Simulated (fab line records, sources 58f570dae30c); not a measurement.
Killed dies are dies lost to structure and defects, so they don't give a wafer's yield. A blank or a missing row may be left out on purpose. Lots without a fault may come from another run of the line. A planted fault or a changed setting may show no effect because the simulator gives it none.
A struck lot beside a sound one | flow berkeley_cmos170 | 14 steps out of a route of 331
Sound: wafers L816.2, L816.3, L816.4. Struck: wafers L819.2, L819.4. (L819.3 of the same lot was not struck and is left out.) The cause comes at the end.
At each step with rows: each side's tool, then ch and its chambers, then its first start. Under that, the readings that differ: sound wafers | struck wafers | difference of the means | sigmas: that difference in standard deviations of wafers without a fault.
alike: readings whose means differ by less than 2 such deviations, and words and numbers that are the same on both sides. not compared: withheld readings, readings that some wafer has no value for, bounds like >300 that may hide the same value, and numbers for which the record gives no deviation and whose values overlap.
The two part at a step that has a row with sigmas, a row that says differs or no value, or rows on one side only. Numbers that don't overlap but have no deviation are shown without sigmas and don't part them. A reading that every wafer of one side lacks parts them only if that side has two wafers or more.

UCB170_M1_RS_MEAS_01: measures by four-point-probe.
  sound on film_metro-04, day 10 21:16; struck on film_metro-02, day 11 05:39
  alike: M1_AL_RS
UCB170_M1_THK_MEAS_02: measures by xrf.
  sound on film_metro-04, day 10 21:22; struck on film_metro-02, day 11 05:46
  alike: M1_AL_THK
then, 6 steps without rows for these wafers: UCB170_M1_COAT_03; UCB170_M1_COAT_04 (resist thk 900 nm); UCB170_M1_SOFTBAKE_05 (time 60 s); UCB170_M1_EXPOSE_06 (exposes mask METAL1, target cd 700 nm); UCB170_M1_PEB_07; UCB170_M1_DEVELOP_08 (develop time 45 s).
UCB170_M1_CD_MEAS_09: target cd 700 nm.
  sound on cd_sem-01, day 10 22:39; struck on cd_sem-02, day 11 07:22
  alike: cd_nm
UCB170_M1_OVL_MEAS_10:
  sound on overlay-01, day 10 22:46; struck on overlay-01, day 11 07:28
  alike: M1_OVL
UCB170_M1_ETCH_11: etches BARC in N2/H2.
  sound on rie_diel-04 ch 0,2,3, day 10 22:47; struck on rie_diel-04 ch 1,2, day 11 07:29
  alike: drypump_motor_current_A, h2_flow_sccm, oes_product_au, throttle_valve_pct
UCB170_M1_METAL_ETCH_12: etches Al in Cl2/BCl3, stops on PSG, target depth 780 nm, time 130 s.
  sound on rie_metal-03 ch 0,1, day 10 22:50; struck on rie_metal-04 ch 0,1, day 11 07:32
  alike: drypump_motor_current_A, oes_product_au, throttle_valve_pct
  not compared: rf_hours_counter_h
UCB170_M1_STRIP_13: strips in O2.
  sound on plasma_asher-02 ch 0,1, day 10 22:58; struck on plasma_asher-03 ch 0, day 11 07:43
  reading               | sound             | struck      | difference | sigmas
  oes_product_au (a.u.) | 0.718 0.719 0.720 | 0.635 0.638 | -0.082     | -19
  overash_fraction      | 0.5 0.5 0.5       | 0.8 0.8     | +0.3       |
  alike: drypump_motor_current_A
  not compared: rf_hours_counter_h
UCB170_M1_CD_MEAS_90: target cd 700 nm.
  sound on cd_sem-02, day 10 23:05; struck on cd_sem-01, day 11 07:50
  alike: cd_nm

WHERE THEY PART
Only at UCB170_M1_STRIP_13, within this record. Later steps at which nothing parts them and some readings are alike: UCB170_M1_CD_MEAS_90.

WHY: what the simulator had put in
Process parameter drift: plasma_asher-03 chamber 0, from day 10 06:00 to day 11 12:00, at UCB170_M1_STRIP_13. Setting overash_fraction, moved by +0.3, from 0.5. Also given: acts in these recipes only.
